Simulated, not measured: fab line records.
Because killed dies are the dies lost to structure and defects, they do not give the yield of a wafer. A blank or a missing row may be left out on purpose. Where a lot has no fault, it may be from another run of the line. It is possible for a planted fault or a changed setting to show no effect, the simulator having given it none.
Check for tools in common	flow berkeley cmos170	Sampled: 15 lots, 45 wafers

WHY THIS WAS OPENED
UCB170_M2_RS_MEAS_02, reading M2_AL_RS: flagged on 3 of 15 lots. Wafers without a fault read 0.0325 ohm/sq, standard deviation 0.00035.
Rule: flag the lot when none of its wafers has a number, or when each of its wafers that has one lies beyond 4 standard deviations from that mean. All remaining lots are regarded as sound.

lot	measured	on	M2_AL_RS (ohm/sq), wafer by wafer	flag
L323	day 7 16:32	film metro-04	0.0322 0.0321 0.0323	
L322	day 7 16:50	film metro-04	0.0324 0.0325 0.0332	
L324	day 8 00:43	film metro-03	0.0328 0.0329 0.0325	
L325	day 8 06:20	film metro-03	0.0321 0.0323 0.0327	
L327	day 8 12:35	film metro-04	0.0162 0.0161 0.0160	FLAGGED
L328	day 9 01:18	film metro-04	0.0160 0.0161 0.0159	FLAGGED
L330	day 9 08:46	film metro-04	0.0324 0.0327 0.0324	
L337	day 10 06:58	film metro-03	0.0327 0.0318 0.0326	
L339	day 11 04:53	film metro-03	0.0330 0.0328 0.0328	
L338	day 11 04:59	film metro-04	0.0162 0.0162 0.0161	FLAGGED
L340	day 11 05:05	film metro-04	0.0326 0.0328 0.0327	
L341	day 11 06:19	film metro-02	0.0323 0.0320 0.0320	
L344	day 11 21:45	film metro-02	0.0325 0.0329 0.0330	
L343	day 11 22:05	film metro-04	0.0324 0.0325 0.0326	
L345	day 12 02:23	film metro-03	0.0331 0.0327 0.0330	
On average the flagged lots' numbers are 0.0161 ohm/sq, which is -0.0164 ohm/sq against the usual, or -47 standard deviations.

WHICH TOOL RAN EACH LOT
2 process steps preceding the reading are held in the record, out of 331 steps in the route. Each cell gives the tool, then ch followed by the chambers the sampled wafers passed through, then the start.
lot	flag	UCB170_SPACER_ETCHBACK_03	UCB170_M2_SPUTTER_01
L323		rie diel-01 ch 0,1,3, day 6 15:53	pvd sputter-02, day 7 16:28
L322		rie diel-03 ch 1,2, day 6 15:53	pvd sputter-03, day 7 16:44
L324		rie diel-04 ch 0,1,2, day 7 05:32	pvd sputter-03, day 8 00:37
L325		rie diel-01 ch 0,1,3, day 7 09:32	pvd sputter-03, day 8 06:14
L327	FLAGGED	rie diel-01 ch 1,3, day 7 16:12	pvd sputter-03, day 8 12:13
L328	FLAGGED	rie diel-01 ch 2,3, day 8 01:50	pvd sputter-03, day 9 00:56
L330		rie diel-04 ch 0,1, day 8 07:36	pvd sputter-03, day 9 08:40
L337		rie diel-01 ch 0,2, day 9 11:28	pvd sputter-04, day 10 06:53
L339		rie diel-03 ch 1,2, day 10 07:06	pvd sputter-03, day 11 04:48
L338	FLAGGED	rie diel-01 ch 1,2,3, day 10 07:06	pvd sputter-03, day 11 04:37
L340		rie diel-04 ch 0,2,3, day 10 07:06	pvd sputter-03, day 11 04:57
L341		rie diel-01 ch 1,2,3, day 10 07:10	pvd sputter-04, day 11 06:11
L344		rie diel-04 ch 0,2, day 10 23:14	pvd sputter-04, day 11 21:40
L343		rie diel-03 ch 0,1,2, day 10 23:14	pvd sputter-03, day 11 21:58
L345		rie diel-01 ch 0,2, day 11 05:22	pvd sputter-03, day 12 02:17
What the steps here do:
- UCB170_SPACER_ETCHBACK_03: etches SiO2 in CHF3/CF4/Ar, stops on Si, target depth 376 nm, time 100 s.
- UCB170_M2_SPUTTER_01: material Al, target thk 900 nm, time 120 s.
- UCB170_M2_RS_MEAS_02: measures by four-point-probe.

FLAGGED OVER TOTAL, TOOL BY TOOL (the gauges that took the reading come last)
step	tool	lots run	flagged	share of the flagged lots	sound lots run after its first flagged lot
UCB170_SPACER_ETCHBACK_03	rie diel-01	8	3	all	3 (L337,L341,L345)
UCB170_SPACER_ETCHBACK_03	rie diel-03	3	0	none	-
UCB170_SPACER_ETCHBACK_03	rie diel-04	4	0	none	-
UCB170_M2_SPUTTER_01	pvd sputter-02	1	0	none	-
UCB170_M2_SPUTTER_01	pvd sputter-03	11	3	all	5 (L330,L339,L340,L343,L345)
UCB170_M2_SPUTTER_01	pvd sputter-04	3	0	none	-
UCB170_M2_RS_MEAS_02	film metro-02	2	0	none	-
UCB170_M2_RS_MEAS_02	film metro-03	5	0	none	-
UCB170_M2_RS_MEAS_02	film metro-04	8	3	all	3 (L330,L340,L343)

THE TABLE: WHAT IT ALLOWS
Rows of the table that ran every flagged lot, 3 in all: rie diel-01 at UCB170_SPACER_ETCHBACK_03, pvd sputter-03 at UCB170_M2_SPUTTER_01, film metro-04 at UCB170_M2_RS_MEAS_02.
- rie diel-01 at UCB170_SPACER_ETCHBACK_03 ran 8 lots, 3 of them flagged. Lots that were sound ran on it after the first flagged one (L337, L341, L345); a persistent fault on the entire tool would not allow that.
- pvd sputter-03 at UCB170_M2_SPUTTER_01 ran 11 lots, 3 of them flagged. Lots that were sound ran on it after the first flagged one (L330, L339, L340, L343, L345); a persistent fault on the entire tool would not allow that.
- film metro-04 at UCB170_M2_RS_MEAS_02 ran 8 lots, 3 of them flagged. Lots that were sound ran on it after the first flagged one (L330, L340, L343); a persistent fault on the entire tool would not allow that.
No row of the table ran every flagged lot and no sound lot after the first.

WHAT THE SIMULATOR PUT IN
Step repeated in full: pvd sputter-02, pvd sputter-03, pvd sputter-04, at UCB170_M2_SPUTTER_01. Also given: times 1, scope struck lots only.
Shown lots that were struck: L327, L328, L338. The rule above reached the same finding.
